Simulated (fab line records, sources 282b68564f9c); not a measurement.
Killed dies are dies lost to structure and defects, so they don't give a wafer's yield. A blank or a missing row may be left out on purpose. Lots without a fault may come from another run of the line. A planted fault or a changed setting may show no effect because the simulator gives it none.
Tool commonality check | flow rit_cmos | 15 lots, 45 wafers sampled

WHY IT WAS OPENED
At RIT_SPACER_THK_MEAS_04 the reading SPACER_NITRIDE_THK is flagged on 3 of 15 lots. Wafers without a fault read 249.8 nm, standard deviation 2.
Rule: a lot is flagged when every wafer of it that has a number lies more than 4 standard deviations from that mean, or none has a number. The other lots count as sound.

lot  | measured    | on            | SPACER_NITRIDE_THK (nm), wafer by wafer | flag
L755 | day 3 02:05 | film_metro-01 | 247.6 249.1 247.4                       |
L756 | day 3 04:42 | film_metro-01 | 249.4 249.7 251.6                       |
L757 | day 3 14:11 | film_metro-01 | 251.2 251.0 251.5                       |
L759 | day 3 20:40 | film_metro-03 | 250.3 249.5 250.4                       |
L763 | day 4 18:28 | film_metro-03 | 317.3 316.3 318.1                       | FLAGGED
L764 | day 5 01:35 | film_metro-02 | 250.1 252.8 251.1                       |
L765 | day 5 05:02 | film_metro-02 | 321.0 318.8 319.1                       | FLAGGED
L766 | day 5 06:57 | film_metro-03 | 322.3 324.9 320.3                       | FLAGGED
L768 | day 5 18:30 | film_metro-03 | 249.2 246.7 250.9                       |
L769 | day 6 01:02 | film_metro-03 | 250.5 251.8 249.8                       |
L770 | day 6 03:56 | film_metro-03 | 247.0 247.4 248.2                       |
L772 | day 6 12:55 | film_metro-03 | 249.5 251.7 247.8                       |
L773 | day 6 21:26 | film_metro-03 | 249.6 250.0 250.9                       |
L774 | day 6 23:22 | film_metro-01 | 252.3 252.7 251.1                       |
L776 | day 7 08:39 | film_metro-03 | 246.2 246.9 246.2                       |
The numbers of the flagged lots are 319.8 nm on average: +70.0 nm against the usual, or +35 standard deviations.

WHICH TOOL RAN EACH LOT
The record holds 1 process step before the reading, out of a route of 202 steps. In each cell: the tool, then ch and the chambers that the sampled wafers went through, then the start.
lot  | flag    | RIT_SPACER_CVD_03
L755 |         | lpcvd-01 ch 1, day 3 00:10
L756 |         | lpcvd-01 ch 0, day 3 02:47
L757 |         | lpcvd-01 ch 1, day 3 11:18
L759 |         | lpcvd-02 ch 1, day 3 18:44
L763 | FLAGGED | lpcvd-02 ch 1, day 4 16:32
L764 |         | lpcvd-01 ch 1, day 4 22:43
L765 | FLAGGED | lpcvd-02 ch 0, day 5 03:07
L766 | FLAGGED | lpcvd-02 ch 1, day 5 05:01
L768 |         | lpcvd-01 ch 0, day 5 15:35
L769 |         | lpcvd-01 ch 1, day 5 23:05
L770 |         | lpcvd-01 ch 1, day 6 02:01
L772 |         | lpcvd-01 ch 0, day 6 11:00
L773 |         | lpcvd-01 ch 0, day 6 19:31
L774 |         | lpcvd-01 ch 1, day 6 21:26
L776 |         | lpcvd-01 ch 1, day 7 06:44
What these steps do:
- RIT_SPACER_CVD_03: deposits Si3N4 from SiH2Cl2/NH3, target thk 250 nm, time 3300 s.
- RIT_SPACER_THK_MEAS_04

FLAGGED OVER TOTAL, TOOL BY TOOL (the gauges that took the reading come last)
step                   | tool          | lots run | flagged | share of the flagged lots | sound lots run after its first flagged lot
RIT_SPACER_CVD_03      | lpcvd-01      | 11       | 0       | none                      | -
RIT_SPACER_CVD_03      | lpcvd-02      | 4        | 3       | all                       | 0
RIT_SPACER_THK_MEAS_04 | film_metro-01 | 4        | 0       | none                      | -
RIT_SPACER_THK_MEAS_04 | film_metro-02 | 2        | 1       | some                      | 0
RIT_SPACER_THK_MEAS_04 | film_metro-03 | 9        | 2       | some                      | 6 (L768,L769,L770,L772,L773,L776)

WHAT THE TABLE ALLOWS
1 row of the table ran every flagged lot: lpcvd-02 at RIT_SPACER_CVD_03.
- lpcvd-02 at RIT_SPACER_CVD_03: 3 of its 4 lots flagged. Its last sound lot is L759 (day 3 18:44), its first flagged lot L763 (day 4 16:32): a fault that began between those two fits.
One tool is left: lpcvd-02 at RIT_SPACER_CVD_03.

WHAT THE SIMULATOR HAD PUT IN
Process parameter drift: lpcvd-02, from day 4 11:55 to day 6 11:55, at RIT_SPACER_CVD_03. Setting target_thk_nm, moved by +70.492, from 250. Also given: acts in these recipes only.
Lots struck among those shown: L763, L765, L766. The rule above found the same.
